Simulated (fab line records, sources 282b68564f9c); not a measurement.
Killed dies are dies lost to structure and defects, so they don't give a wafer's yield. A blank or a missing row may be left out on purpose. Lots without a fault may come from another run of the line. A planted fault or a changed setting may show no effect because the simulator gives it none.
fab line records | flow rit_cmos
record lots=6 wafers=18 last_day=7
route steps=202 shown NLDD@104 PLDD@114 M1@202
lots that met no fault: from a run of the same line without faults
start_h: hours from the record's first day to the start of the lot's first wafer shown | wait_h: hours since the lot's step before | " the same as in the row above | L1.1+2: a row that stands for several wafers | - no value, or no start given | * or withheld: withheld | < > ~ a bound
route shown NAME@n: a module of which the file shows steps, and the number in the route of the first | usual: mean/standard deviation of fault-free wafers | same: alike in all rows | chamber/n: place in a boat | sites: the reading at each site | _std_site: their standard deviation | _edge_site: outer sites' mean less inner sites' | radius_mm: how far each site lies from the wafer's centre | mask NAME#n: copy n | behind: the tool/chamber that last shaped the wafer | hold: why the lot was held/for how many hours/how that ended | device: the transistor (n, p or np) that didn't switch | end of line: the same wafers' tests at the end of the route | a step without rows: its recipe alone | killed: dies lost to structure and defects at the first sort, not the wafer's yield | map: a wafer's dies, x killed, . not, _ none there
set.NAME: the setting as run; set.NAME@STEP: as run at that earlier step | model.NAME: the simulator's own value behind a step, which no gauge read
lots at some steps of the route; a table a step, a row a wafer
services: from which hour (start_h, from the record's first day; less than 0 if before it) a tool's chamber was out of use, for how many hours, and why
## steps
# step RIT_NLDD_COAT_01
# recipe resist=NOVOLAK spin_rpm=3250 resist_thk_nm=1000
# step RIT_NLDD_SOFTBAKE_02
# recipe resist=NOVOLAK temp_c=90 time_s=60
# step RIT_NLDD_EXPOSE_03
# recipe mask_id=M7 na=0.57 target_cd_nm=40700 dose_mj=250
# step RIT_NLDD_PEB_04
# recipe resist=NOVOLAK temp_c=withheld time_s=withheld
# step RIT_NLDD_DEVELOP_05
# recipe resist=NOVOLAK develop_time_s=50 dev_temp_c=23
# step RIT_NLDD_OVL_MEAS_06
# usual NLDD_OVL=-0.6/1.5
# columns lot.wafer tool chamber start_h wait_h NLDD_OVL[nm]
L278.1 overlay-01 - 51.79 - -3.0
L278.5 " - " " -0.3
L278.6 " - " " -1.0
L279.4 overlay-02 - 59.20 - -1.2
L279.5 " - " " 1.7
L279.6 " - " " 0.3
L288.3 overlay-02 - 100.42 - -0.3
L288.4 " - " " 0.7
L288.6 " - " " 0.2
L292.1 overlay-02 - 115.62 - 1.0
L292.4 " - " " -0.2
L292.5 " - " " 3.0
L295.1 overlay-02 - 133.03 - 0.5
L295.4 " - " " -0.7
L295.6 " - " " 0.8
L300.1 overlay-01 - 156.59 - -0.1
L300.5 " - " " -0.8
L300.6 " - " " 0.5
# step RIT_NLDD_HARDBAKE_07
# recipe resist=NOVOLAK temp_c=140 time_s=60
# step RIT_NLDD_IMPLANT_08
# recipe species=P energy_kev=20 dose_cm2=5.122e+14 tilt_deg=7
# step RIT_NLDD_STRIP_09
# recipe chemistry=O2 time_s=180 resist=NOVOLAK platen_temp_c=withheld power_w=500 pressure_mtorr=4000 o2_flow_sccm=4000
# usual drypump_motor_current_A=5.6/0.35 o2_flow_sccm=4001/11
# same time_s=180
# columns lot.wafer tool chamber start_h wait_h drypump_motor_current_A o2_flow_sccm rf_hours_counter_h
L278.1 plasma_asher-01 0 52.13 0.1 5.9 4009 42
L278.5 " 0 " " 5.9 3998 -
L278.6 " 1 " " 5.6 4017 -
L279.4 plasma_asher-01 1 59.58 0.1 5.6 4003 -
L279.5 " 0 " " 5.9 3998 -
L279.6 " 1 " " 5.6 3994 -
L288.3 plasma_asher-01 1 100.80 0.1 5.6 4002 -
L288.4 " 0 " " 5.9 4004 -
L288.6 " 0 " " 5.9 3993 -
L292.1 plasma_asher-02 1 115.95 0.1 4.9 4017 45
L292.4 " 0 " " 5.9 4019 -
L292.5 " 0 " " 5.9 3993 -
L295.1 plasma_asher-02 1 133.37 0.1 4.9 3990 47
L295.4 " 0 " " 5.9 4003 -
L295.6 " 1 " " 4.9 4008 -
L300.1 plasma_asher-01 1 156.92 0.1 5.6 3989 53
L300.5 " 1 " " 5.6 3991 -
L300.6 " 0 " " 5.9 3999 -
# step RIT_NLDD_TW_MEAS_10
# usual NLDD_TW=2494/19
# columns lot.wafer tool chamber start_h wait_h NLDD_TW
L278.1 film_metro-04 - 52.30 0.1 2518
L278.5 " - " " 2498
L278.6 " - " " 2504
L279.4 film_metro-04 - 59.73 0.1 2508
L279.5 " - " " 2508
L279.6 " - " " 2518
L288.3 film_metro-04 - 100.93 0.1 2495
L288.4 " - " " 2496
L288.6 " - " " 2500
L292.1 film_metro-04 - 116.13 0.1 2506
L292.4 " - " " 2514
L292.5 " - " " 2497
L295.1 film_metro-03 - 133.56 0.1 2513
L295.4 " - " " 2499
L295.6 " - " " 2506
L300.1 film_metro-04 - 157.10 0.1 2482
L300.5 " - " " 2488
L300.6 " - " " 2472
# step RIT_PLDD_HMDS_00
# recipe prime_time_s=60 prime_temp_c=140
# step RIT_PLDD_COAT_01
# recipe resist=NOVOLAK spin_rpm=3250 resist_thk_nm=1000
# step RIT_PLDD_SOFTBAKE_02
# recipe resist=NOVOLAK temp_c=90 time_s=60
# usual heater_power_total_W=34.56/0.051 plate_temp_C=89.98/0.13
# same time_s=60
# columns lot.wafer tool chamber start_h wait_h heater_power_total_W plate_temp_C
L278.1 litho_track-01 0 52.66 0.1 34.59 89.89
L278.5 " 0 " " 34.52 89.90
L278.6 " 0 " " 34.48 89.83
L279.4 litho_track-02 0 60.13 0.1 34.64 89.98
L279.5 " 0 " " 34.54 90.01
L279.6 " 0 " " 34.55 89.95
L288.3 litho_track-01 0 101.32 0.1 34.24 89.04
L288.4 " 0 " " 34.19 89.05
L288.6 " 0 " " 34.10 89.07
L292.1 litho_track-01 0 116.49 0.1 34.23 89.11
L292.4 " 0 " " 34.20 89.24
L292.5 " 0 " " 34.11 89.16
L295.1 litho_track-03 0 134.08 0.1 34.56 89.80
L295.4 " 0 " " 34.59 89.82
L295.6 " 0 " " 34.53 89.97
L300.1 litho_track-02 0 157.46 0.1 34.50 89.72
L300.5 " 0 " " 34.50 89.80
L300.6 " 0 " " 34.59 90.10
# step RIT_PLDD_EXPOSE_03
# recipe mask_id=M8 na=0.57 target_cd_nm=40900 dose_mj=250
# step RIT_M1_PROBE_99
# usual killed_at_contacts=0.1/0.29 killed_at_front_end=6/3 killed_dies=7/3.1 killed_open=3.2/1.9 killed_short=3.3/1.9
# same gross_dies=264 killed_at_M0_to_M3=0 killed_at_M4_up=0 killed_at_back_side=0 killed_at_other=0
# columns lot.wafer tool chamber start_h wait_h killed_at_contacts killed_at_front_end killed_dies killed_open killed_short
L278.1 prober-02 - 68.84 0.1 0 8 8 6 2
L278.5 prober-02 - 69.04 0.2 1 6 7 3 4
L278.6 prober-02 - 69.09 0.2 0 10 10 7 3
L279.4 prober-02 - 79.00 0.2 0 7 7 4 3
L279.5 prober-02 - 79.05 0.2 0 7 7 4 3
L279.6 prober-02 - 79.10 0.2 0 7 7 5 2
L295.1 prober-02 - 148.48 0.1 0 6 6 4 2
L295.4 prober-02 - 148.63 0.2 0 5 5 1 4
L295.6 prober-02 - 148.73 0.2 0 4 4 3 1
L300.1 prober-02 - 172.12 0.1 1 7 8 2 6
L300.5 prober-02 - 172.32 0.2 0 8 8 3 5
L300.6 prober-02 - 172.37 0.2 0 11 11 7 4
# killed by level:class
L278.1 GATE:geometric_particle:open=2 FOX1:geometric_particle:open=1 FOX2:geometric_particle:open=1 GATE:geometric_particle:short=1 SPACER:geometric_particle:open=1 SPACER:geometric_particle:short=1 SILICIDE:geometric_particle:open=1
L278.5 FOX2:geometric_particle:short=3 GATE:geometric_particle:open=1 REOX:geometric_particle:short=1 SPACER:geometric_particle:open=1 CONTACT:geometric_particle:open=1
L278.6 GATE:geometric_particle:open=5 FOX1:geometric_particle:open=2 GATE:geometric_particle:short=1 REOX:geometric_particle:short=1 SPACER:geometric_particle:short=1
L279.4 SILICIDE:geometric_particle:short=2 SILICIDE:geometric_particle:open=2 FOX2:geometric_particle:open=1 GATE:geometric_particle:open=1 REOX:geometric_particle:short=1
L279.5 SILICIDE:geometric_particle:open=3 SILICIDE:geometric_particle:short=2 FOX1:geometric_particle:open=1 SPACER:geometric_particle:short=1
L279.6 GATE:geometric_particle:open=2 FOX1:geometric_particle:open=1 FOX2:geometric_particle:short=1 SPACER:geometric_particle:open=1 SILICIDE:geometric_particle:open=1 SILICIDE:geometric_particle:short=1
L295.1 GATE:geometric_particle:short=1 GATE:geometric_particle:open=1 REOX:geometric_particle:open=1 SPACER:geometric_particle:open=1 SPACER:geometric_particle:short=1 SILICIDE:geometric_particle:open=1
L295.4 GATE:geometric_particle:short=3 REOX:geometric_particle:short=1 SILICIDE:geometric_particle:open=1
L295.6 GATE:geometric_particle:open=3 REOX:geometric_particle:short=1
L300.1 GATE:geometric_particle:short=2 FOX2:geometric_particle:short=1 GATE:geometric_particle:open=1 REOX:geometric_particle:short=1 SILICIDE:geometric_particle:open=1 SILICIDE:geometric_particle:short=1 CONTACT:geometric_particle:short=1
L300.5 GATE:geometric_particle:open=3 REOX:geometric_particle:short=2 SPACER:geometric_particle:short=2 FOX1:geometric_particle:short=1
L300.6 GATE:geometric_particle:open=3 REOX:geometric_particle:open=2 REOX:geometric_particle:short=2 SPACER:geometric_particle:short=2 FOX2:geometric_particle:open=1 SPACER:geometric_particle:open=1
## services
# columns tool chamber start_h hours kind
plasma_asher-01 - 150.73 4.3 repair
## key
first_sign step=RIT_PLDD_SOFTBAKE_02 reading=heater_power_total_W direction=down sigmas=7.5 usual=34.56 struck=34.18
effect step=RIT_PLDD_SOFTBAKE_02 reading=plate_temp_C direction=down sigmas=6.8 usual=* struck=*
met_at RIT_PLDD_SOFTBAKE_02
struck_wafers L288.3,L288.4,L288.6,L292.1,L292.4,L292.5
tester_left_out L288,L292
onset_between 52.66 101.32
fault kind=process_parameter_drift tool=litho_track-01 chamber=- onset_h=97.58 steps=RIT_PLDD_SOFTBAKE_02 channel=temp_c offset=* shape=step end_h=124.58 acts_in=* stated=*
# tester_left_out: of these lots the tester's yield and bins aren't shown, on N5 and GAA mostly nor the transistor test; their killed dies are dies lost to structure and defects alone, not to doping, threshold or leakage, so they don't give the yield
